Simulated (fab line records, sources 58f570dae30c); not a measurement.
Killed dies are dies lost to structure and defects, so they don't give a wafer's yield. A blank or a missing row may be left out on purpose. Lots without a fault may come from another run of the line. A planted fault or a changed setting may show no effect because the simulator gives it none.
A struck lot beside a sound one | flow berkeley_cmos170 | 14 steps out of a route of 331
Sound: wafers L888.1, L888.2, L888.6. Struck: wafers L891.2, L891.5, L891.6. The cause comes at the end.
At each step with rows: each side's tool, then ch and its chambers, then its first start. Under that, the readings that differ: sound wafers | struck wafers | difference of the means | sigmas: that difference in standard deviations of wafers without a fault.
alike: readings whose means differ by less than 2 such deviations, and words and numbers that are the same on both sides. not compared: withheld readings, readings that some wafer has no value for, bounds like >300 that may hide the same value, and numbers for which the record gives no deviation and whose values overlap.
The two part at a step that has a row with sigmas, a row that says differs or no value, or rows on one side only. Numbers that don't overlap but have no deviation are shown without sigmas and don't part them. A reading that every wafer of one side lacks parts them only if that side has two wafers or more.

UCB170_SILICIDE_RS_MEAS_02: measures by four-point-probe.
  sound on film_metro-04, day 8 07:57; struck on film_metro-01, day 9 04:16
  reading                 | sound          | struck         | difference | sigmas
  SILICIDE_TI_RS (ohm/sq) | 26.5 26.3 26.2 | 25.4 25.6 25.5 | -0.8       | -3
UCB170_SILICIDE_THK_MEAS_03: measures by xrf.
  sound on film_metro-04, day 8 08:04; struck on film_metro-01, day 9 04:22
  reading              | sound          | struck         | difference | sigmas
  SILICIDE_TI_THK (nm) | 29.8 30.0 30.0 | 30.8 30.6 30.6 | +0.7       | +2
UCB170_SILICIDE_RTA_04: time 15 s.
  sound on rtp_anneal-02 ch 0, day 8 08:08; struck on rtp_anneal-02 ch 0, day 9 04:26
  alike: anneal_temp_c_max, chamber_o2_ppm, lamp_power_pct, wafer_temp_C_max
then, 3 steps without rows for these wafers: UCB170_SILICIDE_WET_ETCH_05 (etches Ti in SPM, time 45 s); UCB170_CONTACT_CLEAN_00 (cleans in SPM, time 600 s); UCB170_CONTACT_CVD_01 (deposits PSG from SiH4/O2/PH3, target thk 700 nm, time 2820 s).
UCB170_CONTACT_THK_MEAS_02:
  sound on film_metro-01, day 8 11:20; struck on film_metro-04, day 9 08:51
  alike: CONTACT_PSG_THK
then, 3 steps without rows for these wafers: UCB170_CONTACT_HMDS_03 (prime time 60 s); UCB170_CONTACT_COAT_04 (resist thk 900 nm); UCB170_CONTACT_SOFTBAKE_05 (time 60 s).
UCB170_CONTACT_STRIP_06: strips in O2.
  sound on plasma_asher-04 ch 0,1, day 8 11:51; struck on plasma_asher-04 ch 0,1, day 9 09:21
  alike: drypump_motor_current_A, oes_product_au, strip_time_to_endpoint_s
  not compared: rf_hours_counter_h
then, 1 step without rows for these wafers: UCB170_CONTACT_CLEAN_07 (cleans in SPM, time 600 s).
UCB170_CONTACT_RTA_08: time 10 s.
  sound on rtp_anneal-01 ch 0, day 8 12:10; struck on rtp_anneal-02, day 9 09:43
  no value came back on the struck wafers for any of 5 readings (anneal_temp_c_max, chamber_o2_ppm and others); on the sound wafers anneal_temp_c_max reads 904.6 904.9 905.8
then, 1 step without rows for these wafers: UCB170_CONTACT_COAT_09.

WHERE THEY PART
First at UCB170_SILICIDE_RS_MEAS_02; last, within this record, at UCB170_CONTACT_RTA_08.

WHY: what the simulator had put in
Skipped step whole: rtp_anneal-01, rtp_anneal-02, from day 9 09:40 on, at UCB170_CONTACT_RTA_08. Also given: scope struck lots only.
